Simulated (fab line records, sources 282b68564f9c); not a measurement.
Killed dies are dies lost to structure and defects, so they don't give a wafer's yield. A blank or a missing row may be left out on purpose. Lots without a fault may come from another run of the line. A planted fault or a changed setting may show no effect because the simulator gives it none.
fab line records | flow rit_cmos
record lots=14 wafers=42 last_day=7
route steps=202 shown NRETRO@62 NLDD@112 SILICIDE@167 CONTACT@168 M1@202
lots that met no fault: from a run of the same line without faults
start_h: hours from the record's first day to the start of the lot's first wafer shown | wait_h: hours since the lot's step before | " the same as in the row above | L1.1+2: a row that stands for several wafers | - no value, or no start given | * or withheld: withheld | < > ~ a bound
route shown NAME@n: a module of which the file shows steps, and the number in the route of the first | usual: mean/standard deviation of fault-free wafers | same: alike in all rows | chamber/n: place in a boat | sites: the reading at each site | _std_site: their standard deviation | _edge_site: outer sites' mean less inner sites' | radius_mm: how far each site lies from the wafer's centre | mask NAME#n: copy n | behind: the tool/chamber that last shaped the wafer | hold: why the lot was held/for how many hours/how that ended | device: the transistor (n, p or np) that didn't switch | end of line: the same wafers' tests at the end of the route | a step without rows: its recipe alone | killed: dies lost to structure and defects at the first sort, not the wafer's yield | map: a wafer's dies, x killed, . not, _ none there
set.NAME: the setting as run; set.NAME@STEP: as run at that earlier step | model.NAME: the simulator's own value behind a step, which no gauge read
steps of the route over a sample of lots; a table a step, a row a wafer
services: from which hour (start_h, from the record's first day; less than 0 if before it) a tool's chamber was out of use, for how many hours, and why
## steps
# step RIT_NRETRO_STRIP_09
# recipe chemistry=O2 time_s=180 resist=NOVOLAK platen_temp_c=withheld power_w=500 pressure_mtorr=4000 o2_flow_sccm=4000
# usual drypump_motor_current_A=5.6/0.37
# columns lot.wafer tool chamber start_h wait_h drypump_motor_current_A rf_hours_counter_h
L834.1 plasma_asher-03 0 43.45 0.1 5.7 39
L834.4 " 0 " " 5.7 -
L834.6 " 0 " " 5.7 -
L835.2 plasma_asher-04 0 48.84 0.1 5.0 25
L835.4 " 0 " " 5.0 -
L835.6 " 1 " " 5.5 -
L836.4 plasma_asher-01 0 54.83 0.1 6.1 -
L836.5 " 0 " " 6.1 -
L836.6 " 1 " " 5.6 -
L838.1 plasma_asher-01 1 62.53 0.1 5.6 41
L838.4 " 0 " " 6.1 -
L838.6 " 1 " " 5.7 -
L839.3 plasma_asher-03 0 67.57 0.1 5.7 -
L839.5 " 0 " " 5.7 -
L839.6 " 1 " " 6.1 -
L840.2 plasma_asher-04 0 75.67 0.1 5.0 28
L840.3 " 0 " " 5.0 -
L840.4 " 1 " " 5.5 -
L841.1 plasma_asher-01 0 81.32 0.1 6.1 43
L841.2 " 1 " " 5.7 43
L841.5 " 1 " " 5.6 -
L843.1 plasma_asher-01 0 88.49 0.1 6.1 44
L843.2 " 1 " " 5.6 44
L843.3 " 1 " " 5.6 -
L847.1 plasma_asher-03 1 106.86 0.1 6.0 46
L847.2 " 0 " " 5.7 46
L847.4 " 0 " " 5.7 -
L850.1 plasma_asher-04 0 121.49 0.1 5.0 33
L850.4 " 0 " " 5.0 -
L850.6 " 0 " " 5.0 -
L851.2 plasma_asher-03 0 126.45 0.1 5.7 48
L851.3 " 1 " " 6.1 -
L851.6 " 1 " " 6.0 -
L852.1 plasma_asher-03 1 132.48 0.1 6.1 49
L852.2 " 0 " " 5.7 49
L852.3 " 1 " " 6.0 -
L854.1 plasma_asher-01 0 144.74 0.1 6.1 3
L854.3 " 0 " " 6.1 -
L854.4 " 1 " " 5.7 -
L855.1 plasma_asher-03 0 147.49 0.1 5.8 51
L855.3 " 0 " " 5.8 -
L855.6 " 0 " " 5.8 -
# step RIT_NLDD_STRIP_09
# recipe chemistry=O2 time_s=180 resist=NOVOLAK platen_temp_c=withheld power_w=500 pressure_mtorr=4000 o2_flow_sccm=4000
# usual drypump_motor_current_A=5.72/0.28
# columns lot.wafer tool chamber start_h wait_h drypump_motor_current_A rf_hours_counter_h
L834.1 plasma_asher-02 0 57.07 0.1 5.75 42
L834.4 " 0 " " 5.73 -
L834.6 " 0 " " 5.74 -
L835.2 plasma_asher-02 1 64.77 0.1 5.86 43
L835.4 " 0 " " 5.72 -
L835.6 " 1 " " 5.88 -
L836.4 plasma_asher-03 1 73.71 0.1 6.06 -
L836.5 " 0 " " 5.71 -
L836.6 " 1 " " 6.04 -
L838.1 plasma_asher-03 1 76.30 0.1 6.05 43
L838.4 " 1 " " 6.04 -
L838.6 " 0 " " 5.73 -
L839.3 plasma_asher-04 0 82.93 0.1 5.02 -
L839.5 " 1 " " 5.57 -
L839.6 " 0 " " 5.04 -
L840.2 plasma_asher-02 0 87.29 0.1 5.72 45
L840.3 " 1 " " 5.86 -
L840.4 " 0 " " 5.71 -
L841.1 plasma_asher-03 0 95.37 0.1 5.75 45
L841.2 " 1 " " 6.07 45
L841.5 " 1 " " 6.03 -
L843.1 plasma_asher-03 0 102.51 0.1 5.69 45
L843.2 " 1 " " 6.06 45
L843.3 " 1 " " 6.02 -
L847.1 plasma_asher-02 0 121.06 0.1 5.73 49
L847.2 " 1 " " 5.84 49
L847.4 " 1 " " 5.87 -
L850.1 plasma_asher-02 1 137.91 0.1 5.88 51
L850.4 " 1 " " 5.87 -
L850.6 " 0 " " 5.74 -
L851.2 plasma_asher-04 1 140.83 0.1 5.55 35
L851.3 " 0 " " 5.02 -
L851.6 " 1 " " 5.58 -
L852.1 plasma_asher-04 0 146.98 0.1 5.03 36
L852.2 " 1 " " 5.55 36
L852.3 " 0 " " 5.02 -
L854.1 plasma_asher-02 0 157.75 0.1 5.72 53
L854.3 " 1 " " 5.88 -
L854.4 " 0 " " 5.73 -
L855.1 plasma_asher-02 0 160.16 0.1 5.72 53
L855.3 " 0 " " 5.73 -
L855.6 " 0 " " 5.73 -
# step RIT_SILICIDE_RTA_06
# recipe temp_c=750 time_s=10 idle_temp_c=25 ramp_up_s=5 ramp_down_s=10 cool_to_c=25 ambient=N2
# usual wafer_temp_C_max=753.5/1.8
# columns lot.wafer tool chamber start_h wait_h wafer_temp_C_max
L834.1 rtp_anneal-01 0 66.69 0.0 753.4
L834.4 " 0 " " 754.4
L834.6 " 0 " " 755.7
L835.2 rtp_anneal-02 0 74.42 0.0 752.3
L835.4 " 0 " " 751.6
L835.6 " 0 " " 752.1
L836.4 rtp_anneal-02 0 84.07 0.0 752.9
L836.5 " 0 " " 752.5
L836.6 " 0 " " 752.4
L838.1 rtp_anneal-01 0 85.81 0.0 756.5
L838.4 " 0 " " 757.5
L838.6 " 0 " " 758.0
L839.3 rtp_anneal-02 0 92.63 0.0 752.0
L839.5 " 0 " " 752.8
L839.6 " 0 " " 751.9
L840.2 rtp_anneal-01 0 97.57 0.0 756.5
L840.3 " 0 " " 756.6
L840.4 " 0 " " 755.4
L841.1 rtp_anneal-02 0 104.18 0.0 752.9
L841.2 " 0 " " 752.3
L841.5 " 0 " " 753.1
L843.1 rtp_anneal-02 0 111.08 0.0 753.3
L843.2 " 0 " " 752.7
L843.3 " 0 " " 752.8
L847.1 rtp_anneal-02 0 129.80 0.0 751.0
L847.2 " 0 " " 753.3
L847.4 " 0 " " 752.6
L850.1 rtp_anneal-02 0 147.17 0.0 752.1
L850.4 " 0 " " 753.0
L850.6 " 0 " " 752.4
L851.2 rtp_anneal-02 0 150.28 0.0 752.5
L851.3 " 0 " " 753.0
L851.6 " 0 " " 752.7
L852.1 rtp_anneal-02 0 155.81 0.0 752.3
L852.2 " 0 " " 752.2
L852.3 " 0 " " 752.5
L854.1 rtp_anneal-02 0 166.26 0.0 752.6
L854.3 " 0 " " 752.0
L854.4 " 0 " " 752.0
L855.1 rtp_anneal-02 0 168.66 0.0 752.5
L855.3 " 0 " " 752.9
L855.6 " 0 " " 751.0
# step RIT_CONTACT_CVD_00
# recipe material=SiO2 target_thk_nm=400 precursor=TEOS temp_c=390 time_s=61 rf_w=400
# usual heater_power_w=306/33
# columns lot.wafer tool chamber start_h wait_h heater_power_w
L834.1 pecvd-02 2 66.76 0.1 354
L834.4 " 2 " " 375
L834.6 " 1 " " 320
L835.2 pecvd-01 0 74.48 0.0 247
L835.4 " 0 " " 258
L835.6 " 2 " " 268
L836.4 pecvd-02 2 84.12 0.0 342
L836.5 " 0 " " 342
L836.6 " 1 " " 276
L838.1 pecvd-01 0 85.88 0.1 273
L838.4 " 1 " " 264
L838.6 " 0 " " 279
L839.3 pecvd-04 1 92.67 0.0 327
L839.5 " 0 " " 345
L839.6 " 2 " " 307
L840.2 pecvd-02 1 97.62 0.0 300
L840.3 " 2 " " 374
L840.4 " 1 " " 310
L841.1 pecvd-01 1 104.25 0.1 283
L841.2 " 0 " " 251
L841.5 " 2 " " 323
L843.1 pecvd-02 0 111.15 0.1 357
L843.2 " 1 " " 286
L843.3 " 2 " " 318
L847.1 pecvd-01 1 129.87 0.1 305
L847.2 " 0 " " 292
L847.4 " 2 " " 272
L850.1 pecvd-01 0 147.24 0.1 270
L850.4 " 2 " " 293
L850.6 " 1 " " 275
L851.2 pecvd-04 1 150.34 0.0 299
L851.3 " 0 " " 308
L851.6 " 1 " " 312
L852.1 pecvd-02 0 155.88 0.1 302
L852.2 " 2 " " 357
L852.3 " 1 " " 305
L854.1 pecvd-04 1 166.33 0.1 343
L854.3 " 0 " " 375
L854.4 " 0 " " 280
L855.1 pecvd-02 1 168.72 0.1 290
L855.3 " 0 " " 338
L855.6 " 1 " " 316
# step RIT_CONTACT_THK_MEAS_01
# recipe reads=SiO2_of_CONTACT_CVD_00
# usual CONTACT_TEOS_THK=400/5.5
# columns lot.wafer tool chamber start_h wait_h CONTACT_TEOS_THK[nm]
L834.1 film_metro-04 - 66.81 0.0 403
L834.4 " - " " 409
L834.6 " - " " 404
L835.2 film_metro-01 - 74.54 0.0 403
L835.4 " - " " 407
L835.6 " - " " 410
L836.4 film_metro-04 - 84.18 0.0 404
L836.5 " - " " 402
L836.6 " - " " 397
L838.1 film_metro-04 - 85.93 0.0 394
L838.4 " - " " 406
L838.6 " - " " 398
L839.3 film_metro-02 - 92.74 0.0 400
L839.5 " - " " 412
L839.6 " - " " 410
L840.2 film_metro-04 - 97.68 0.0 402
L840.3 " - " " 396
L840.4 " - " " 404
L841.1 film_metro-04 - 104.30 0.0 404
L841.2 " - " " 402
L841.5 " - " " 405
L843.1 film_metro-04 - 111.20 0.0 400
L843.2 " - " " 398
L843.3 " - " " 399
L847.1 film_metro-01 - 129.92 0.0 396
L847.2 " - " " 354
L847.4 " - " " 399
L850.1 film_metro-02 - 147.29 0.0 354
L850.4 " - " " 395
L850.6 " - " " 394
L851.2 film_metro-04 - 150.40 0.0 392
L851.3 " - " " 399
L851.6 " - " " 398
L852.1 film_metro-04 - 155.93 0.0 394
L852.2 " - " " 400
L852.3 " - " " 395
L854.1 film_metro-01 - 166.38 0.0 386
L854.3 " - " " 395
L854.4 " - " " 402
L855.1 film_metro-01 - 168.78 0.0 397
L855.3 " - " " 399
L855.6 " - " " 402
# step RIT_M1_PROBE_99
# usual killed_at_contacts=0.1/0.31 killed_at_front_end=8/3.1 killed_dies=8/3.2 killed_open=3.9/2.2 killed_short=3.8/2.1
# same gross_dies=264 killed_at_M0_to_M3=0 killed_at_M4_up=0 killed_at_back_side=0 killed_at_other=0
# columns lot.wafer tool chamber start_h wait_h killed_at_contacts killed_at_front_end killed_dies killed_open killed_short
L834.1 prober-02 - 73.42 0.1 0 12 12 7 5
L834.4 prober-02 - 73.57 0.2 0 8 8 4 4
L834.6 prober-02 - 73.67 0.2 0 7 7 1 6
L835.2 prober-01 - 80.81 0.1 0 6 6 5 1
L835.4 prober-01 - 80.91 0.2 0 4 4 1 3
L835.6 prober-01 - 81.01 0.2 0 8 8 4 4
L836.4 prober-01 - 90.68 0.2 0 7 7 5 2
L836.5 prober-01 - 90.73 0.2 0 7 7 4 3
L836.6 prober-01 - 90.78 0.2 0 9 9 3 6
L838.1 prober-02 - 92.29 0.1 0 11 11 6 5
L838.4 prober-02 - 92.44 0.2 1 13 14 5 9
L838.6 prober-02 - 92.54 0.2 0 3 3 1 2
L839.3 prober-01 - 99.15 0.2 0 4 4 3 1
L839.5 prober-01 - 99.25 0.2 0 4 4 1 3
L839.6 prober-01 - 99.30 0.2 0 5 5 2 3
L840.2 prober-02 - 108.64 0.1 0 8 8 8 0
L840.3 prober-02 - 108.69 0.2 0 9 9 4 5
L840.4 prober-02 - 108.74 0.2 1 13 14 10 4
L841.1 prober-01 - 110.64 0.1 0 8 8 7 1
L841.2 prober-01 - 110.69 0.1 0 6 6 1 5
L841.5 prober-01 - 110.84 0.2 1 13 14 5 9
L843.1 prober-01 - 117.52 0.1 0 10 10 5 5
L843.2 prober-01 - 117.57 0.1 0 6 6 3 3
L843.3 prober-01 - 117.62 0.2 0 6 6 4 2
L847.1 prober-01 - 136.39 0.1 0 1 1 0 1
L847.2 prober-01 - 136.44 0.1 0 7 7 3 4
L847.4 prober-01 - 136.54 0.2 0 9 9 4 5
L850.1 prober-02 - 153.94 0.1 0 9 9 2 7
L850.4 prober-02 - 154.09 0.2 0 5 5 4 1
L850.6 prober-02 - 154.19 0.2 0 12 12 4 8
L851.2 prober-01 - 157.03 0.1 0 9 9 6 3
L851.3 prober-01 - 157.08 0.2 1 9 10 5 5
L851.6 prober-01 - 157.23 0.2 0 6 6 6 0
L852.1 prober-02 - 162.32 0.1 0 7 7 2 5
L852.2 prober-02 - 162.37 0.1 0 4 4 1 3
L852.3 prober-02 - 162.42 0.2 1 6 7 2 5
L854.1 prober-02 - 172.80 0.1 0 7 7 2 5
L854.3 prober-02 - 172.90 0.2 0 10 10 5 5
L854.4 prober-02 - 172.95 0.2 0 6 6 4 2
L855.1 prober-01 - 175.37 0.1 0 7 7 2 5
L855.3 prober-01 - 175.47 0.2 0 7 7 4 3
L855.6 prober-01 - 175.62 0.2 0 7 7 3 4
# killed by level:class
L834.1 FOX1:geometric_particle:open=2 GATE:geometric_particle:open=2 REOX:geometric_particle:short=2 FOX1:geometric_particle:short=1 FOX2:geometric_particle:open=1 FOX2:geometric_particle:short=1 GATE:geometric_particle:short=1 REOX:geometric_particle:open=1
L834.4 SPACER:geometric_particle:short=3 SPACER:geometric_particle:open=2 FOX1:geometric_particle:short=1 FOX1:geometric_particle:open=1 REOX:geometric_particle:open=1
L834.6 REOX:geometric_particle:short=2 SPACER:geometric_particle:short=2 FOX1:geometric_particle:short=1 GATE:geometric_particle:short=1 GATE:geometric_particle:open=1
L835.2 FOX1:geometric_particle:open=2 GATE:geometric_particle:open=2 GATE:geometric_particle:short=1 REOX:geometric_particle:open=1
L835.4 GATE:geometric_particle:short=3 STARTING-WAFER:geometric_particle:open=1
L835.6 REOX:geometric_particle:short=3 SPACER:geometric_particle:open=2 FOX1:geometric_particle:open=1 REOX:geometric_particle:open=1 SPACER:geometric_particle:short=1
L836.4 GATE:geometric_particle:open=2 REOX:geometric_particle:open=2 FOX2:geometric_particle:open=1 SPACER:geometric_particle:short=1 SILICIDE:geometric_particle:short=1
L836.5 GATE:geometric_particle:open=3 FOX2:geometric_particle:open=1 FOX2:geometric_particle:short=1 GATE:geometric_particle:short=1 SPACER:geometric_particle:short=1
L836.6 GATE:geometric_particle:open=2 REOX:geometric_particle:short=2 SPACER:geometric_particle:short=2 FOX2:geometric_particle:short=1 SPACER:geometric_particle:open=1 SILICIDE:geometric_particle:short=1
L838.1 GATE:geometric_particle:short=3 SILICIDE:geometric_particle:open=2 FOX1:geometric_particle:open=1 FOX2:geometric_particle:open=1 GATE:geometric_particle:open=1 REOX:geometric_particle:short=1 REOX:geometric_particle:open=1 SILICIDE:geometric_particle:short=1
L838.4 SPACER:geometric_particle:short=3 GATE:geometric_particle:short=2 SILICIDE:geometric_particle:short=2 FOX1:geometric_particle:open=1 FOX2:geometric_particle:short=1 REOX:geometric_particle:short=1 REOX:geometric_particle:open=1 SPACER:geometric_particle:open=1
L838.6 FOX2:geometric_particle:short=1 GATE:geometric_particle:open=1 SPACER:geometric_particle:short=1
L839.3 GATE:geometric_particle:open=2 GATE:geometric_particle:short=1 REOX:geometric_particle:open=1
L839.5 GATE:geometric_particle:short=2 FOX1:geometric_particle:open=1 FOX1:geometric_particle:short=1
L839.6 FOX1:geometric_particle:short=1 GATE:geometric_particle:short=1 REOX:geometric_particle:open=1 SPACER:geometric_particle:open=1 SPACER:geometric_particle:short=1
L840.2 FOX1:geometric_particle:open=3 GATE:geometric_particle:open=3 SILICIDE:geometric_particle:open=2
L840.3 SILICIDE:geometric_particle:short=3 GATE:geometric_particle:open=2 FOX1:geometric_particle:short=1 FOX2:geometric_particle:open=1 GATE:geometric_particle:short=1 REOX:geometric_particle:open=1
L840.4 GATE:geometric_particle:open=6 GATE:geometric_particle:short=2 REOX:geometric_particle:short=2 REOX:geometric_particle:open=1 SPACER:geometric_particle:open=1 SILICIDE:geometric_particle:open=1 CONTACT:geometric_particle:open=1
L841.1 GATE:geometric_particle:open=5 GATE:geometric_particle:short=1 REOX:geometric_particle:open=1 SPACER:geometric_particle:open=1
L841.2 GATE:geometric_particle:short=2 REOX:geometric_particle:short=1 REOX:geometric_particle:open=1 SPACER:geometric_particle:short=1 SILICIDE:geometric_particle:short=1
L841.5 GATE:geometric_particle:short=4 REOX:geometric_particle:open=3 GATE:geometric_particle:open=2 FOX1:geometric_particle:short=1 REOX:geometric_particle:short=1 SPACER:geometric_particle:short=1 SILICIDE:geometric_particle:short=1 CONTACT:geometric_particle:short=1
L843.1 GATE:geometric_particle:open=3 FOX1:geometric_particle:short=1 FOX1:geometric_particle:open=1 FOX2:geometric_particle:short=1 GATE:geometric_particle:short=1 REOX:geometric_particle:short=1 SPACER:geometric_particle:open=1 SPACER:geometric_particle:short=1
L843.2 FOX2:geometric_particle:short=1 GATE:geometric_particle:open=1 REOX:geometric_particle:open=1 SPACER:geometric_particle:short=1 SPACER:geometric_particle:open=1 SILICIDE:geometric_particle:short=1
L843.3 GATE:geometric_particle:open=2 SILICIDE:geometric_particle:open=2 GATE:geometric_particle:short=1 SILICIDE:geometric_particle:short=1
L847.1 GATE:geometric_particle:short=1
L847.2 GATE:geometric_particle:short=3 GATE:geometric_particle:open=2 REOX:geometric_particle:short=1 SILICIDE:geometric_particle:open=1
L847.4 GATE:geometric_particle:short=2 SPACER:geometric_particle:open=2 FOX1:geometric_particle:short=1 FOX2:geometric_particle:short=1 GATE:geometric_particle:open=1 REOX:geometric_particle:short=1 REOX:geometric_particle:open=1
L850.1 GATE:geometric_particle:short=3 REOX:geometric_particle:short=2 GATE:geometric_particle:open=1 SPACER:geometric_particle:short=1 SILICIDE:geometric_particle:short=1 SILICIDE:geometric_particle:open=1
L850.4 GATE:geometric_particle:open=3 FOX1:geometric_particle:short=1 SILICIDE:geometric_particle:open=1
L850.6 REOX:geometric_particle:short=3 GATE:geometric_particle:short=2 SILICIDE:geometric_particle:open=2 SILICIDE:geometric_particle:short=2 FOX1:geometric_particle:open=1 FOX1:geometric_particle:short=1 GATE:geometric_particle:open=1
L851.2 FOX2:geometric_particle:open=2 FOX1:geometric_particle:open=1 GATE:geometric_particle:short=1 GATE:geometric_particle:open=1 SPACER:geometric_particle:short=1 SPACER:geometric_particle:open=1 SILICIDE:geometric_particle:open=1 SILICIDE:geometric_particle:short=1
L851.3 SPACER:geometric_particle:open=3 SPACER:geometric_particle:short=3 FOX1:geometric_particle:open=1 FOX2:geometric_particle:short=1 GATE:geometric_particle:open=1 CONTACT:geometric_particle:short=1
L851.6 FOX1:geometric_particle:open=4 GATE:geometric_particle:open=1 SPACER:geometric_particle:open=1
L852.1 GATE:geometric_particle:short=2 FOX1:geometric_particle:open=1 GATE:geometric_particle:open=1 REOX:geometric_particle:short=1 SPACER:geometric_particle:short=1 SILICIDE:geometric_particle:short=1
L852.2 FOX1:geometric_particle:short=2 GATE:geometric_particle:open=1 GATE:geometric_particle:short=1
L852.3 GATE:geometric_particle:open=2 GATE:geometric_particle:short=2 SPACER:geometric_particle:short=1 SILICIDE:geometric_particle:short=1 CONTACT:geometric_particle:short=1
L854.1 FOX1:geometric_particle:short=2 GATE:geometric_particle:short=2 GATE:geometric_particle:open=1 SPACER:geometric_particle:short=1 SPACER:geometric_particle:open=1
L854.3 GATE:geometric_particle:open=3 FOX1:geometric_particle:short=1 FOX1:geometric_particle:open=1 FOX2:geometric_particle:short=1 GATE:geometric_particle:short=1 REOX:geometric_particle:short=1 SPACER:geometric_particle:open=1 SPACER:geometric_particle:short=1
L854.4 GATE:geometric_particle:open=2 FOX1:geometric_particle:short=1 GATE:geometric_particle:short=1 REOX:geometric_particle:open=1 SPACER:geometric_particle:open=1
L855.1 GATE:geometric_particle:short=2 REOX:geometric_particle:short=2 FOX2:geometric_particle:open=1 SPACER:geometric_particle:short=1 SILICIDE:geometric_particle:open=1
L855.3 FOX1:geometric_particle:short=1 FOX1:geometric_particle:open=1 GATE:geometric_particle:short=1 GATE:geometric_particle:open=1 REOX:geometric_particle:short=1 REOX:geometric_particle:open=1 SPACER:geometric_particle:open=1
L855.6 GATE:geometric_particle:short=2 FOX2:geometric_particle:open=1 FOX2:geometric_particle:short=1 GATE:geometric_particle:open=1 REOX:geometric_particle:short=1 REOX:geometric_particle:open=1
## services
# columns tool chamber start_h hours kind
pecvd-04 0 29.94 4.2 repair
rtp_anneal-01 - 42.32 9.4 pm
plasma_asher-01 - 55.06 1.2 repair
pecvd-04 1 57.75 3.5 repair
plasma_asher-02 - 72.75 2.8 pm
pecvd-02 - 81.77 0.7 repair
plasma_asher-01 - 108.90 9.0 pm
plasma_asher-01 0 108.90 9.0 vent_cycle
plasma_asher-01 1 108.90 9.0 vent_cycle
plasma_asher-01 0 117.90 - clean
plasma_asher-01 1 117.90 - clean
pecvd-02 1 124.22 6.3 repair
plasma_asher-04 - 132.08 5.2 repair
pecvd-02 - 146.41 6.0 pm
## key
first_sign step=RIT_CONTACT_THK_MEAS_01 reading=CONTACT_TEOS_THK direction=down sigmas=8.4 usual=400 struck=354
effect none on later readings
met_at RIT_CONTACT_CVD_00
struck_lots L847,L850
struck_wafers L847.2,L850.1
tester_left_out L847,L850
not_acting_at RIT_NRETRO_STRIP_09,RIT_NLDD_STRIP_09,RIT_SILICIDE_RTA_06
onset_between 104.25 129.87
fault kind=process_parameter_drift tool=pecvd-01 chamber=0 onset_h=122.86 steps=RIT_CONTACT_CVD_00 channel=target_thk_nm offset=-40.303 shape=step end_h=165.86 stated=400
# tester_left_out: of these lots the tester's yield and bins aren't shown, on N5 and GAA mostly nor the transistor test; their killed dies are dies lost to structure and defects alone, not to doping, threshold or leakage, so they don't give the yield
